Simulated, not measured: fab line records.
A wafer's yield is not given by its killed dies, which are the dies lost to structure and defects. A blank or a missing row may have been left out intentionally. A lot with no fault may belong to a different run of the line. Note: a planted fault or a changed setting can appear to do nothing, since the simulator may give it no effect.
One fault seen from 2 desks	flow ritCmos	only its own numbers are on each desk; what lay behind them is given at the end

== DESK OF THE TOOL OWNER: lithoTrack-01 ==
At RIT_ACTIVE_SOFTBAKE_07 (time 60 s), the tool's own readings, given per lot that ran on this tool as the mean of the sampled wafers with a number. If a lot's mean is further than 4 standard deviations from the usual mean, the lot is out of limits and carries the mark OUT (the distance appears in the brackets).
Columns: A = heaterPowerTotalW at RIT_ACTIVE_SOFTBAKE_07, usual 34.56 W; B = plateTempC at RIT_ACTIVE_SOFTBAKE_07, usual 90.00 C; C = resistLineTempC at RIT_ACTIVE_SOFTBAKE_07, usual 23.00 C
lot	first seen here	A	B	C
L630	day 2 00:05	34.52	90.01	22.88
L634	day 2 20:03	34.59	90.01	23.12
L639	day 3 20:55	34.56	89.97	22.85
L640	day 4 03:00	34.52	90.03	23.01
L641	day 4 07:35	35.30 (+15) OUT	91.37 (+11) OUT	23.18
L644	day 4 23:45	35.30 (+15) OUT	91.35 (+11) OUT	23.05
L645	day 5 05:01	35.29 (+15) OUT	91.13 (+9.4) OUT	22.86
Finding of this desk: L641, L644, L645 out of limits; the first was L641 at day 4 07:35, on heaterPowerTotalW at RIT_ACTIVE_SOFTBAKE_07. L630, L634, L639, L640 stayed within limits.

== METROLOGY DESK ==
What the gauges read, lot by lot, whatever tool the lot ran on: means of the sampled wafers that have a number. If a lot's mean is further than 4 standard deviations from the usual mean, the lot is out of limits and carries the mark OUT (the distance appears in the brackets).
Columns: A = FOX1_OXIDE_THK at RIT_FOX1_THK_MEAS_01, usual 352 nm; B = PRETRO_OVL at RIT_PRETRO_OVL_MEAS_06, usual 0.3 nm; C = CONTACT_TEOS_THK at RIT_CONTACT_THK_MEAS_01, usual 401 nm
lot	first seen here	A	B	C
L628	day 1 20:17	350	-0.7	406
L630	day 2 03:07	356	0.3	400
L631	day 2 09:28	350	-2.6	401
L634	day 3 00:13	340	0.3	403
L635	day 3 05:33	354	0.2	401
L636	day 3 10:22	357	-0.6	401
L637	day 3 14:32	348	0.7	404
L639	day 4 02:20	344	0.3	405
L640	day 4 06:14	345	2.6	405
L641	day 4 11:24	357	0.3	397
L643	day 4 20:46	355	1.1	398
L644	day 5 02:42	357	-0.3	399
L645	day 5 08:50	355	-0.2	407
L650	day 6 09:22	345	0.7	400
L651	day 6 15:15	342	0.2	392
Result from this desk: across the 15 lots, nothing is out of limits.

== BROUGHT TOGETHER ==
The tool owner's desk had the chance to raise an alarm at day 4 07:35 on L641, L644, L645.
Nothing out of limits was seen by the metrology desk.
The metrology desk has L641, L644, L645 on record, within its limits.
RIT_ACTIVE_SOFTBAKE_07 was run on lithoTrack-01 by each of the lots named.

== WHAT THE SIMULATOR PUT IN ==
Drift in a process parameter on lithoTrack-01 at RIT_ACTIVE_SOFTBAKE_07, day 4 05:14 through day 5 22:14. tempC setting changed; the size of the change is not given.
Lots struck among those shown: L641, L644, L645.
Time in hours from fault onset to the first out-of-limits reading at each desk: the tool owner's desk, 2.
